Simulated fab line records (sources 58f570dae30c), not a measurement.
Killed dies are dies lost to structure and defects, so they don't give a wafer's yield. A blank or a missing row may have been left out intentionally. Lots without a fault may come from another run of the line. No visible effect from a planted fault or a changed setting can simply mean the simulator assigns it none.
Which of the tools did it?    flow berkeleyCmos170    14 lots, 42 wafers sampled, at 5 steps of a route of 331

== WHAT THE GAUGES READ, wafer by wafer ==
UCB170_PSD_TW_MEAS_10. Usual: PSD_TW typically reads 2329, with standard deviation 10.
lot   measured      on            PSD_TW          flag
L877  day 7 19:31   filmMetro-01  2323 2333 2324  
L878  day 8 15:42   filmMetro-04  2338 2337 2348  
L879  day 8 15:58   filmMetro-04  2330 2336 2326  
L880  day 8 16:03   filmMetro-02  2321 2337 2322  
L881  day 8 16:18   filmMetro-01  2338 2340 2325  
L883  day 9 18:50   filmMetro-01  2335 2331 2339  
L886  day 10 07:46  filmMetro-04  2332 2329 2328  
L887  day 10 08:02  filmMetro-01  2331 2328 2325  
L891  day 11 08:24  filmMetro-02  2308 2297 2305  
L895  day 12 08:00  filmMetro-04  2339 2338 2332  
L897  day 12 19:50  filmMetro-04  2341 2335 2336  
L898  day 12 20:00  filmMetro-04  2321 2321 2338  
L896  day 12 20:20  filmMetro-02  2317 2313 2322  
L899  day 13 03:10  filmMetro-02  2317 2312 2335  

UCB170_NSD_CD_MEAS_06 targets a cd of 1200 nm. Usual: 1199.7 nm for cdNm, sd 1.3.
lot   measured      on        cdNm (nm)             flag
L877  day 7 22:47   cdSem-02  1198.8 1199.7 1199.1  
L878  day 8 16:47   cdSem-01  1200.9 1201.3 1200.2  
L879  day 8 17:10   cdSem-01  1199.4 1198.4 1200.2  
L880  day 8 17:20   cdSem-02  1200.3 1198.7 1199.1  
L881  day 8 17:37   cdSem-01  1200.3 1201.6 1200.6  
L883  day 9 22:08   cdSem-01  1198.9 1199.4 1199.2  
L886  day 10 09:01  cdSem-02  1199.7 1198.7 1199.9  
L887  day 10 09:15  cdSem-02  1198.4 1199.2 1198.2  
L891  day 11 09:40  cdSem-02  1200.8 1201.4 1199.3  
L895  day 12 09:45  cdSem-02  1197.8 1198.5 1197.2  
L897  day 12 21:35  cdSem-02  1200.5 1201.2 1201.7  
L898  day 12 21:52  cdSem-01  1199.7 1200.8 1199.6  
L896  day 12 22:22  cdSem-02  1197.7 1198.8 1196.8  
L899  day 13 05:22  cdSem-01  1197.3 1198.6 1198.9  

UCB170_SILICIDE_RS_MEAS_02: measures by four-point-probe. Usual: SILICIDE_TI_RS typically reads 26.20 ohm/sq, with standard deviation 0.26.
lot   measured      on            SILICIDE_TI_RS (ohm/sq)  flag
L877  day 8 01:13   filmMetro-01  26.52 26.22 26.41        
L878  day 8 18:52   filmMetro-02  26.30 26.36 26.58        
L879  day 8 19:14   filmMetro-01  26.13 25.85 26.12        
L880  day 8 19:25   filmMetro-01  26.01 26.28 26.46        
L881  day 8 19:42   filmMetro-02  26.38 26.35 26.30        
L883  day 10 00:16  filmMetro-03  25.86 26.40 25.71        
L886  day 10 11:04  filmMetro-03  26.15 26.00 26.07        
L887  day 10 11:20  filmMetro-02  26.17 26.32 26.29        
L891  day 11 12:20  filmMetro-01  26.07 26.04 26.05        
L895  day 12 12:01  filmMetro-03  18.74 18.75 18.78        OFF
L897  day 12 23:49  filmMetro-01  26.01 25.79 26.24        
L898  day 13 00:01  filmMetro-01  26.38 25.88 26.18        
L896  day 13 00:35  filmMetro-01  18.91 19.02 19.04        OFF
L899  day 13 07:29  filmMetro-01  26.60 26.67 26.35        

UCB170_SILICIDE_THK_MEAS_03: measures by xrf. Usual: SILICIDE_TI_THK typically reads 30.49 nm, with standard deviation 0.29.
lot   measured      on            SILICIDE_TI_THK (nm)  flag
L877  day 8 01:19   filmMetro-01  30.05 30.38 30.08     
L878  day 8 18:59   filmMetro-02  30.47 30.35 30.10     
L879  day 8 19:19   filmMetro-01  30.60 30.69 30.42     
L880  day 8 19:32   filmMetro-01  30.62 30.34 30.06     
L881  day 8 19:49   filmMetro-02  30.30 30.38 30.27     
L883  day 10 00:23  filmMetro-03  30.86 30.31 31.09     
L886  day 10 11:11  filmMetro-03  30.41 30.80 30.61     
L887  day 10 11:28  filmMetro-02  30.69 30.42 30.55     
L891  day 11 12:26  filmMetro-01  30.70 30.70 30.67     
L895  day 12 12:07  filmMetro-03  40.70 40.69 40.59     OFF
L897  day 12 23:55  filmMetro-01  30.71 30.96 30.46     
L898  day 13 00:08  filmMetro-01  30.35 30.76 30.50     
L896  day 13 00:41  filmMetro-01  40.30 40.15 40.23     OFF
L899  day 13 07:35  filmMetro-01  30.07 29.93 30.43     

== EACH LOT AND THE TOOL THAT RAN IT (in order: tool; ch and the chambers of the sampled wafers; start) ==
lot   UCB170_SILICIDE_SPUTTER_01
L877  pvdSputter-02, day 8 01:10
L878  pvdSputter-01, day 8 18:49
L879  pvdSputter-02, day 8 19:08
L880  pvdSputter-04, day 8 19:23
L881  pvdSputter-01, day 8 19:39
L883  pvdSputter-01, day 10 00:11
L886  pvdSputter-04, day 10 11:02
L887  pvdSputter-01, day 10 11:19
L891  pvdSputter-04, day 11 12:17
L895  pvdSputter-01, day 12 11:56
L897  pvdSputter-04, day 12 23:46
L898  pvdSputter-02, day 12 23:58
L896  pvdSputter-01, day 13 00:32
L899  pvdSputter-02, day 13 07:26
- UCB170_SILICIDE_SPUTTER_01: material Ti, target thk 30 nm, time 25 s.

== AS READ BY THE TOOLS THEMSELVES (means over the sampled wafers that have a number; for cases with no such wafer, the mark the record gives instead) ==
UCB170_SILICIDE_SPUTTER_01. Usual: 29.9 % for throttleValvePct, sd 1.
lot   tool           throttleValvePct (%)  flag
L877  pvdSputter-02  29.1                  
L878  pvdSputter-01  28.9                  
L879  pvdSputter-02  30.6                  
L880  pvdSputter-04  30.0                  
L881  pvdSputter-01  29.3                  
L883  pvdSputter-01  30.5                  
L886  pvdSputter-04  29.7                  
L887  pvdSputter-01  30.6                  
L891  pvdSputter-04  29.5                  
L895  pvdSputter-01  29.6                  
L897  pvdSputter-04  29.2                  
L898  pvdSputter-02  30.8                  
L896  pvdSputter-01  29.2                  
L899  pvdSputter-02  30.2                  

== THE ANSWER, worked out from the rows above alone ==
Rule: a lot counts as off when the mean over its wafers that have a number is more than 3 standard deviations away from the usual mean. Also off: a lot with no number at a reading for which 4 or more lots have one. The other lots that the step has rows for count as sound. After the gauges, taken in route order, come the tools' own readings; for these a lot's mean is taken, as printed above. At the first step where some lot is off, the reading lying furthest off is the one used; lots without a number count as furthest.
Off: at UCB170_SILICIDE_RS_MEAS_02 (SILICIDE_TI_RS), L895, L896.
A tool fits if, at a process step before that reading, it ran every lot that is off, and no sound lot after the first of them. The gauges at UCB170_SILICIDE_RS_MEAS_02 are tried like those tools. One fits: pvdSputter-01 at UCB170_SILICIDE_SPUTTER_01. A fault onset in the window from L887 (day 10 11:19, its last sound lot) to L895 (day 12 11:56, its first lot off) fits.

== WHAT HAD BEEN PUT IN BY THE SIMULATOR ==
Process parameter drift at UCB170_SILICIDE_SPUTTER_01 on pvdSputter-01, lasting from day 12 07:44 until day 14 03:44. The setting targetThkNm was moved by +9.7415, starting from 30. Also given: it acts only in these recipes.
Struck lots among those shown: L895, L896. This agrees with what the rule above found.
